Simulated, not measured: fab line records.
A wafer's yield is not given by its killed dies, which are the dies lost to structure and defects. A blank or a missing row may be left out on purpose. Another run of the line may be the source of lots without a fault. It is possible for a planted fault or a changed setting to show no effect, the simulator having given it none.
Shared-tool check + flow rit_cmos + 39 wafers sampled across 13 lots

## REASON IT WAS OPENED
On 1 of the 13 lots, a flag is raised at RIT_ACTIVE_CD_MEAS_11 on the reading cd_nm. Wafers without a fault read 1399.9 nm, standard deviation 2.2.
Rule: flag the lot when none of its wafers has a number, or when each of its wafers that has one lies beyond 4 standard deviations from that mean. The rest of the lots are taken to be sound.

| lot  | measured    | on        | cd_nm (nm), wafer by wafer | flag    |
|------|-------------|-----------|----------------------------|---------|
| L294 | day 1 14:33 | cd_sem-01 | 1400.4 1400.4 1399.1       |         |
| L295 | day 1 19:35 | cd_sem-02 | 1395.2 1396.0 1397.9       |         |
| L297 | day 2 05:26 | cd_sem-02 | 1403.2 1404.1 1404.3       |         |
| L299 | day 2 15:34 | cd_sem-02 | 1400.4 1401.0 1399.8       |         |
| L300 | day 2 20:34 | cd_sem-02 | 1399.9 1398.5 1399.8       |         |
| L301 | day 3 01:34 | cd_sem-02 | 1398.0 1398.3 1399.5       |         |
| L302 | day 3 06:37 | cd_sem-01 | 1399.9 1397.7 1399.0       |         |
| L304 | day 3 17:25 | cd_sem-02 | 1400.3 1399.6 1401.6       |         |
| L305 | day 3 21:46 | cd_sem-02 | 1381.7 1389.6 1357.4       | FLAGGED |
| L306 | day 4 02:40 | cd_sem-01 | 1401.2 1402.0 1403.0       |         |
| L312 | day 5 09:36 | cd_sem-02 | 1395.6 1397.3 1397.3       |         |
| L314 | day 5 19:32 | cd_sem-02 | 1397.3 1398.6 1399.6       |         |
| L317 | day 6 09:36 | cd_sem-02 | 1397.1 1397.1 1396.1       |         |
The numbers of the flagged lots are 1376.2 nm on average: -23.7 nm against the usual, or -11 standard deviations.

## LOT BY LOT: THE TOOL USED
The record keeps 1 process step preceding the reading, out of 202 steps on the route. Every cell lists first the tool, next ch and the chambers used by the sampled wafers, and last the start.
| lot  | flag    | RIT_ACTIVE_EXPOSE_08               |
|------|---------|------------------------------------|
| L294 |         | iline_stepper-01 ch 0, day 1 14:06 |
| L295 |         | iline_stepper-02 ch 0, day 1 19:11 |
| L297 |         | iline_stepper-01 ch 0, day 2 05:02 |
| L299 |         | iline_stepper-01 ch 0, day 2 15:10 |
| L300 |         | iline_stepper-02 ch 0, day 2 20:10 |
| L301 |         | iline_stepper-01 ch 0, day 3 01:10 |
| L302 |         | iline_stepper-02 ch 0, day 3 06:13 |
| L304 |         | iline_stepper-01 ch 0, day 3 17:01 |
| L305 | FLAGGED | iline_stepper-02 ch 0, day 3 21:22 |
| L306 |         | iline_stepper-01 ch 0, day 4 02:16 |
| L312 |         | iline_stepper-01 ch 0, day 5 09:12 |
| L314 |         | iline_stepper-01 ch 0, day 5 19:08 |
| L317 |         | iline_stepper-01 ch 0, day 6 09:12 |
What these steps do:
- RIT_ACTIVE_EXPOSE_08: exposes mask M1, target cd 1400 nm.
- RIT_ACTIVE_CD_MEAS_11: target cd 1400 nm.

## FLAGGED OVER TOTAL, TOOL BY TOOL (the gauges that took the reading come last)
| step                  | tool             | lots run | flagged | share of the flagged lots | sound lots run after its first flagged lot |
|-----------------------|------------------|----------|---------|---------------------------|--------------------------------------------|
| RIT_ACTIVE_EXPOSE_08  | iline_stepper-01 | 9        | 0       | none                      | -                                          |
| RIT_ACTIVE_EXPOSE_08  | iline_stepper-02 | 4        | 1       | all                       | 0                                          |
| RIT_ACTIVE_CD_MEAS_11 | cd_sem-01        | 3        | 0       | none                      | -                                          |
| RIT_ACTIVE_CD_MEAS_11 | cd_sem-02        | 10       | 1       | all                       | 3 (L312,L314,L317)                         |

## WHAT IS ALLOWED BY THE TABLE
2 rows of the table ran every flagged lot: iline_stepper-02 at RIT_ACTIVE_EXPOSE_08, cd_sem-02 at RIT_ACTIVE_CD_MEAS_11.
- iline_stepper-02 at RIT_ACTIVE_EXPOSE_08: 1 of its 4 lots flagged. It ran its last sound lot, L302, at day 3 06:13 and its first flagged lot, L305, at day 3 21:22: a fault with its onset between the two fits. Its own readings lie more than 4 standard deviations out on every wafer of the flagged lots: exposure_dose_mJ_cm2.
- cd_sem-02 at RIT_ACTIVE_CD_MEAS_11: 1 of its 10 lots flagged. Lots that were sound ran on it after the first flagged one (L312, L314, L317); a persistent fault on the entire tool would not allow that.
iline_stepper-02 at RIT_ACTIVE_EXPOSE_08 is the single tool remaining.

## WHAT THE SIMULATOR PUT IN
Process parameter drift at RIT_ACTIVE_EXPOSE_08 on iline_stepper-02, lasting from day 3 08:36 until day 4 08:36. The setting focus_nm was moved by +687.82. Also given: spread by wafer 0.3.
Shown lots that were struck: L305. The rule above reached the same finding.
